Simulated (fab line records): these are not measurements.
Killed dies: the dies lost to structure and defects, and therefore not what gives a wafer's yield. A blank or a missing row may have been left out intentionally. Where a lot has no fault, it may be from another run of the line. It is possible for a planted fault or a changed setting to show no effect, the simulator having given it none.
Which tool did it? ; flow rit-cmos ; 14 lots, 42 wafers sampled, at 4 steps of a route of 202

== WHAT THE GAUGES SHOWED, per wafer ==
RIT_NLDD_OVL_MEAS_06.
lot;measured;on;NLDD_OVL (nm)
L373;day 2 22:44;overlay-01;1.4 -0.1 0.2
L374;day 3 06:24;overlay-01;-1.0 0.6 1.3
L375;day 3 10:07;overlay-01;-2.8 -3.4 -1.5
L376;day 3 15:15;overlay-01;-2.4 -2.5 -1.6
L378;day 4 02:29;overlay-01;-0.8 -1.1 -1.6
L383;day 5 08:31;overlay-01;-1.0 -0.8 -3.4
L384;day 5 08:49;overlay-02;0.1 0.1 1.9
L386;day 5 21:58;overlay-02;0.1 -0.7 2.3
L387;day 5 22:15;overlay-01;-0.4 -0.9 -0.3
L389;day 6 12:38;overlay-02;0.2 2.9 1.9
L390;day 6 16:07;overlay-01;-2.3 -1.1 -1.7
L391;day 6 18:38;overlay-01;-0.8 -0.1 0.8
L394;day 7 10:18;overlay-02;-1.6 -0.8 -2.4
L395;day 7 15:36;overlay-01;3.2 2.6 3.0

RIT_M1_CD_MEAS_90: the cd target is 2600 nm.
lot;measured;on;cd-nm (nm)
L373;day 3 14:35;cd-sem-01;2602 2604 2601
L374;day 3 20:47;cd-sem-02;2598 2598 2598
L375;day 3 23:53;cd-sem-01;2605 2597 2601
L376;day 4 05:35;cd-sem-02;2597 2602 2600
L378;day 4 16:30;cd-sem-01;2593 2592 2593
L383;day 5 22:14;cd-sem-01;2605 2604 2601
L384;day 6 00:56;cd-sem-01;2596 2598 2601
L386;day 6 12:37;cd-sem-01;2601 2600 2594
L387;day 6 12:07;cd-sem-02;2598 2600 2600
L389;day 7 02:10;cd-sem-02;2601 2595 2596
L390;day 7 06:29;cd-sem-02;2598 2600 2601
L391;day 7 08:19;cd-sem-01;2601 2595 2594
L394;day 8 00:16;cd-sem-01;2605 2599 2606
L395;day 8 05:23;cd-sem-01;2601 2600 2598

== EACH LOT AND THE TOOL THAT RAN IT (in order: tool; ch and the chambers of the sampled wafers; start) ==
lot;RIT_CONTACT_STRIP_12;RIT_CONTACT_CLEAN_13
L373;plasma-asher-03 ch 0,1, day 3 11:31;wet-bench-03 ch 1, day 3 11:49
L374;plasma-asher-01 ch 0,1, day 3 17:34;wet-bench-04 ch 0, day 3 17:51
L375;plasma-asher-03 ch 0,1, day 3 20:47;wet-bench-03 ch 2, day 3 21:04
L376;plasma-asher-01 ch 0,1, day 4 02:40;wet-bench-03 ch 0, day 4 02:58
L378;plasma-asher-04 ch 0, day 4 13:22;wet-bench-01 ch 3, day 4 13:40
L383;plasma-asher-03 ch 0,1, day 5 19:08;wet-bench-04 ch 2, day 5 19:25
L384;plasma-asher-01 ch 0,1, day 5 21:52;wet-bench-04 ch 2, day 5 22:05
L386;plasma-asher-01 ch 0,1, day 6 09:40;wet-bench-01 ch 0, day 6 09:58
L387;plasma-asher-03 ch 1, day 6 09:10;wet-bench-03 ch 3, day 6 09:28
L389;plasma-asher-04 ch 0,1, day 6 23:16;wet-bench-04 ch 0, day 6 23:30
L390;plasma-asher-01 ch 0,1, day 7 03:25;wet-bench-03 ch 3, day 7 03:43
L391;plasma-asher-03 ch 0,1, day 7 05:24;wet-bench-04 ch 3, day 7 05:38
L394;plasma-asher-01 ch 0,1, day 7 21:12;wet-bench-01 ch 2, day 7 21:29
L395;plasma-asher-01 ch 0,1, day 8 02:28;wet-bench-01 ch 0, day 8 02:43
- RIT_CONTACT_STRIP_12: strips in O2, time 180 s.
- RIT_CONTACT_CLEAN_13: cleans in SC1, time 600 s.

== WHAT THE TOOLS THEMSELVES READ (means of the sampled wafers that have a number; where no wafer has one, the mark that the record gives instead) ==
RIT_CONTACT_STRIP_12.
lot;tool;drypump-motor-current-A (A)
L373;plasma-asher-03;5.40
L374;plasma-asher-01;5.45
L375;plasma-asher-03;5.47
L376;plasma-asher-01;5.43
L378;plasma-asher-04;5.27
L383;plasma-asher-03;5.40
L384;plasma-asher-01;5.42
L386;plasma-asher-01;5.43
L387;plasma-asher-03;5.30
L389;plasma-asher-04;5.57
L390;plasma-asher-01;5.44
L391;plasma-asher-03;5.47
L394;plasma-asher-01;5.43
L395;plasma-asher-01;5.42

RIT_CONTACT_CLEAN_13.
lot;tool;bath-guard-temp-C (C)
L373;wet-bench-03;73.8
L374;wet-bench-04;74.8
L375;wet-bench-03;73.7
L376;wet-bench-03;75.0
L378;wet-bench-01;74.2
L383;wet-bench-04;73.7
L384;wet-bench-04;73.4
L386;wet-bench-01;73.8
L387;wet-bench-03;73.5
L389;wet-bench-04;74.6
L390;wet-bench-03;73.4
L391;wet-bench-04;74.6
L394;wet-bench-01;75.0
L395;wet-bench-01;73.8

== THE ANSWER, worked out from the rows above alone ==
Rule: the usual values come from the lots themselves. The widest of any qualifying gaps counts: lots, ordered by their means at a reading, are off when they make up no more than a third of the lots, leave a main group of 4 or more, and stand apart from it by 3 or more times the standard deviation of that group's means. A main group is skipped when, at the precision printed for the reading in the tables above, its means are all equal. A lot without any number at a reading at which 4 lots or more have one is off too. All remaining lots with rows at the step are treated as sound. After the gauges, taken in route order, come the tools' own readings; for these a lot's mean is taken, as printed above. The first step at which some lot is off is used, and at that step the reading that is off furthest; a lot without a number counts as furthest.
No lot is off on any of the readings shown, so nothing can be concluded from this.

== WHAT THE SIMULATOR HAD PUT IN ==
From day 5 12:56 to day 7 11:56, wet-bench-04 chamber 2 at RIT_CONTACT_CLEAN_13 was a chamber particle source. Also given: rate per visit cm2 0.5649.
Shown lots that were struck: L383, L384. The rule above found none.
